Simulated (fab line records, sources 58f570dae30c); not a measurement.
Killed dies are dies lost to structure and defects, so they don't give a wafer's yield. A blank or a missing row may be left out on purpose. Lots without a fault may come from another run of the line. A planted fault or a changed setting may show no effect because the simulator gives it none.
Problem report in the 8D (eight disciplines) form, filled by code | flow berkeley_cmos170 | the parts of the form that need people (team, actions taken, sign-off) are left out

1. THE PROBLEM
bias_w at UCB170_M2_METAL_ETCH_18 reads a mean of 131.1 W on 9 wafers of 3 lots; wafers without a fault read 120.0 W with a standard deviation of 0.34. That is +33 standard deviations from the usual mean.
The step: etches Al in Cl2/BCl3, stops on SiO2, target depth 1170 nm, time 195 s.
First seen on wafer L445.1, day 11 07:13, on rie_metal-04. The record holds 45 wafers of 15 lots with a number at this step. Rule for "out", or "out of limits": more than 4 standard deviations from the usual mean. The other wafers with a number count as sound.

2. WHAT IT IS AND WHAT IT IS NOT
question                    | is                     | is not
which readings at this step | bias_w                 | drypump_motor_current_A, oes_product_au, throttle_valve_pct
which lots                  | L445, L448, L451       | L433, L434, L436, L437, L439, L440, L441, L442, L447, L452, L454, L456
which wafers of those lots  | all that have a number | -
read on which tools         | rie_metal-04           | rie_metal-01, rie_metal-03
when                        | from day 11 07:13      | up to then (24 sound wafers); but 12 sound wafers of L447, L452, L454, L456 came after

3. SUSPECTS, AND WHAT RULES EACH OUT
Counting: a tool at a process step up to the reading stays a suspect if it ran every lot that is out and no sound lot after the first of them.
- rie_metal-04 at UCB170_M2_METAL_ETCH_18 (etches Al in Cl2/BCl3, stops on SiO2, target depth 1170 nm, time 195 s): kept. It ran every lot that is out, first L445 (day 11 07:13), and no sound lot after that; its last sound lot up to then is L440 (day 9 22:01). Its own readings are out on those wafers: bias_w.
Left after counting: rie_metal-04 at UCB170_M2_METAL_ETCH_18.

4. THE CAUSE (what the simulator had put in)
Process parameter drift: rie_metal-04, from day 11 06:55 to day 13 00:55, at UCB170_M2_METAL_ETCH_18. Setting bias_w, moved by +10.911, from 120. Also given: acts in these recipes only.
Counting left only this tool.

5. THE CHAIN OF EFFECTS, in route order
Each row: a reading whose mean over the struck wafers that have a number lies more than 3 standard deviations from the usual. Only readings for which the record gives a usual standard deviation are gone through. hours: the time from each lot's start at the first step in this table that gives one to its start at this step, as a median over the lots. sigmas: the change in usual standard deviations.
hours | step                    | reading | usual   | on struck wafers | change | sigmas
0     | UCB170_M2_METAL_ETCH_18 | bias_w  | 120.0 W | 131.1            | +11.1  | +33
The process steps in it:
- UCB170_M2_METAL_ETCH_18: etches Al in Cl2/BCl3, stops on SiO2, target depth 1170 nm, time 195 s.

6. WHAT WOULD HAVE CAUGHT IT SOONER
In this record the first reading out of limits was taken at day 11 07:13, 0 hours after the fault began at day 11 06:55.
